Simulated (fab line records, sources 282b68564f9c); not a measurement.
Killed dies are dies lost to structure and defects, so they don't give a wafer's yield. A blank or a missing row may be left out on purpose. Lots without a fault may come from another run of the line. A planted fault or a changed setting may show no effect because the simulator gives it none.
Split-lot experiment | flow rit_cmos | 5 lots, 23 wafers read, on a route of 202 steps

THE SPLIT
At RIT_M1_SPUTTER_00 (material Al, target thk 400 nm, time 500 s), the setting time_s was moved away from the recipe's 500 s on 8 of the 23 wafers read, by -5.0% to +11.3%. The other wafers ran this setting at the recipe's value.

FROM THE SPLIT TO THE READING: what the file shows between them, 4 steps
- RIT_M1_RS_MEAS_01: measures by four-point-probe
- RIT_M1_THK_MEAS_02: measures by xrf
- RIT_M1_DEVELOP_08: develop time 68 s (also split here: dev_temp_c)
- RIT_M1_HARDBAKE_11: time 120 s

THE READING
oes_product_au, in a.u., at RIT_M1_METAL_ETCH_12 (etches Al in Cl2/BCl3, stops on SiO2, time 165 s, target depth 600 nm). Fault-free wafers of this fab line usually give 0.778 a.u., standard deviation 0.014 a.u..

wafer  | tool, chamber at the split | time_s as run, s | against the recipe | oes_product_au, a.u. | against lot-mates on the recipe
L075.1 | pvd_sputter-02, -          | 500              | recipe             | 0.792                | -
L075.2 | pvd_sputter-02, -          | 500              | recipe             | 0.791                | -
L075.4 | pvd_sputter-02, -          | 500              | recipe             | 0.789                | -
L075.5 | pvd_sputter-02, -          | 500              | recipe             | 0.790                | -
L075.6 | pvd_sputter-02, -          | 500              | recipe             | 0.789                | -
L076.1 | pvd_sputter-02, -          | 556.5            | +11.3%             | 0.828                | +0.043
L076.2 | pvd_sputter-02, -          | 500              | recipe             | 0.793                | -
L076.3 | pvd_sputter-02, -          | 500              | recipe             | 0.777                | -
L076.4 | pvd_sputter-02, -          | 556.5            | +11.3%             | 0.841                | +0.056
L076.6 | pvd_sputter-02, -          | 556.5            | +11.3%             | 0.819                | +0.034
L078.3 | pvd_sputter-03, -          | 500              | recipe             | 0.788                | -
L078.4 | pvd_sputter-03, -          | 500              | recipe             | 0.786                | -
L078.5 | pvd_sputter-03, -          | 500              | recipe             | 0.787                | -
L079.1 | pvd_sputter-02, -          | 476.7            | -4.7%              | 0.744                | -0.028
L079.2 | pvd_sputter-02, -          | 476.7            | -4.7%              | 0.750                | -0.022
L079.3 | pvd_sputter-02, -          | 500              | recipe             | 0.769                | -
L079.4 | pvd_sputter-02, -          | 476.7            | -4.7%              | 0.738                | -0.034
L079.5 | pvd_sputter-02, -          | 500              | recipe             | 0.775                | -
L080.1 | pvd_sputter-03, -          | 474.9            | -5.0%              | 0.770                | -0.004
L080.2 | pvd_sputter-03, -          | 500              | recipe             | 0.777                | -
L080.3 | pvd_sputter-03, -          | 500              | recipe             | 0.766                | -
L080.4 | pvd_sputter-03, -          | 474.9            | -5.0%              | 0.768                | -0.006
L080.5 | pvd_sputter-03, -          | 500              | recipe             | 0.778                | -

THE FIT
A straight line over all 23 wafers: oes_product_au changes by +0.00457 a.u. for each +1% of time_s; r = +0.90; the points scatter about the line by 0.011 a.u..
The same after taking each lot's own level away (the mean of its wafers on the recipe; 23 wafers): +0.00389 a.u. for each +1%; r = +0.92; scatter 0.0079 a.u..
On that fit, the largest move of time_s shifts the reading by 0.044 a.u..
The lots' own levels span 0.7720 to 0.7902 a.u., that is 1.3 times the standard deviation above.
So the lot-to-lot level changes the slope: the two fits differ.
Check: with one of the wafers moved furthest among these (+11.3%) left out of the fit, the line predicts +0.0444 a.u. for it against its lot-mates. It came out at +0.043 a.u. against them.

OTHER SPLITS ON THESE WAFERS
These wafers also went through other splits before the reading. Each is held against what the fit with the lots' levels taken away leaves over:
other split on the same wafers | wafers away from the commonest value | r with oes_product_au (lot level and that fit taken away)
RIT_SPACER_CVD_03 temp_c       | 10                                   | +0.50
RIT_NSD_IMPLANT_08 energy_kev  | 4                                    | +0.12
RIT_PSD_IMPLANT_08 dose_cm2    | 5                                    | -0.10
RIT_SILICIDE_SPUTTER_01 time_s | 8                                    | +0.14
RIT_M1_DEVELOP_08 dev_temp_c   | 8                                    | -0.43

THE WHOLE CHAIN: every reading that the file lists as answering this split, in the file's order
step                 | what it does                                                          | reading                                                                     | change (the file's fit)                   | r (the file's)
RIT_M1_SPUTTER_00    | material Al, target thk 400 nm, time 500 s                            | Al_of_M1_SPUTTER_00.thk_nm (the simulator's own value, which no gauge read) | +4.05 nm for each +1% of the setting      | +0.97
RIT_M1_RS_MEAS_01    | measures by four-point-probe                                          | M1_AL_RS                                                                    | -0.000711 for each +1% of the setting     | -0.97
RIT_M1_THK_MEAS_02   | measures by xrf                                                       | M1_AL_THK                                                                   | +4.08 for each +1% of the setting         | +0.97
RIT_M1_METAL_ETCH_12 | etches Al in Cl2/BCl3, stops on SiO2, time 165 s, target depth 600 nm | oes_product_au                                                              | +0.00378 a.u. for each +1% of the setting | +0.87

THE FILE'S OWN FIT
oes_product_au changes by +0.00378 a.u. for each +1% of time_s, r = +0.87.
